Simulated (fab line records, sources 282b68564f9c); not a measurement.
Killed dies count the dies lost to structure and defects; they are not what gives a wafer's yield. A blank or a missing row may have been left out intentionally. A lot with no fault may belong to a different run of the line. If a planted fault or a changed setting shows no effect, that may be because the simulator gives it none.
Chamber matching    flow rit cmos    4 sister chambers for RIT_GATE_ETCH_19 on rie si-01
The step etches poly-Si in SF6/CHF3/O2, stops on SiO2, time 165 s, target depth 312.5 nm. 14 wafers are shown with their chamber, then 7 later ones without.

WAFERS, EACH WITH ITS CHAMBER
wafer   chamber  drypump motor current A (A)  throttle valve pct (%)  oes product au (a.u.)
L689.1  1        6.5                          10.41                   0.856
L689.3  3        6.0                          10.26                   0.844
L689.6  0        6.2                          10.54                   0.852
L692.2  2        5.3                          10.05                   0.860
L692.3  1        6.5                          10.42                   0.842
L692.5  0        6.2                          10.55                   0.841
L697.3  2        5.4                          10.04                   0.854
L697.4  3        6.0                          10.25                   0.842
L697.5  2        5.4                          10.03                   0.854
L699.3  2        5.3                          10.04                   0.858
L699.4  3        6.0                          10.26                   0.842
L699.6  2        5.3                          10.04                   0.869
L701.2  3        6.0                          10.26                   0.829
L701.5  1        6.5                          10.43                   0.844

SIGNATURES (means of the wafers above)
reading                  chamber 0  chamber 1  chamber 2  chamber 3  scatter within a chamber
drypump motor current A  6.200      6.500      5.340      6.000      0.0346
throttle valve pct       10.5450    10.4200    10.0400    10.2575    0.00725
oes product au           0.84650    0.84733    0.85900    0.83925    0.00686
Rule: a wafer lies at a distance from a chamber equal to the root of the sum of squares, over the readings, of (its reading less the chamber's mean, divided by the reading's scatter). The wafer belongs to the nearest chamber; if the next one is less than 2 further off, it can't be placed. The scatter: the root of (the sum of the squares of (reading less its chamber's mean) over the shown wafers, divided by (wafers less chambers)).

WAFERS WITH NO CHAMBER GIVEN
wafer   drypump motor current A (A)  throttle valve pct (%)  oes product au (a.u.)
L701.6  6.2                          10.54                   0.851
L703.1  6.5                          10.42                   0.856
L703.3  6.2                          10.56                   0.851
L703.6  6.3                          10.54                   0.847
L709.1  5.3                          10.04                   0.856
L709.4  6.5                          10.40                   0.844
L709.6  6.0                          10.24                   0.841

EACH ONE'S CHAMBER
wafer   from the rows above  in truth
L701.6  0                    0
L703.1  1                    1
L703.3  0                    0
L703.6  0                    0
L709.1  2                    2
L709.4  1                    1
L709.6  3                    3
Correct placement for 7 of the 7. Number that these rows cannot place: 0. Number placed wrongly: 0.
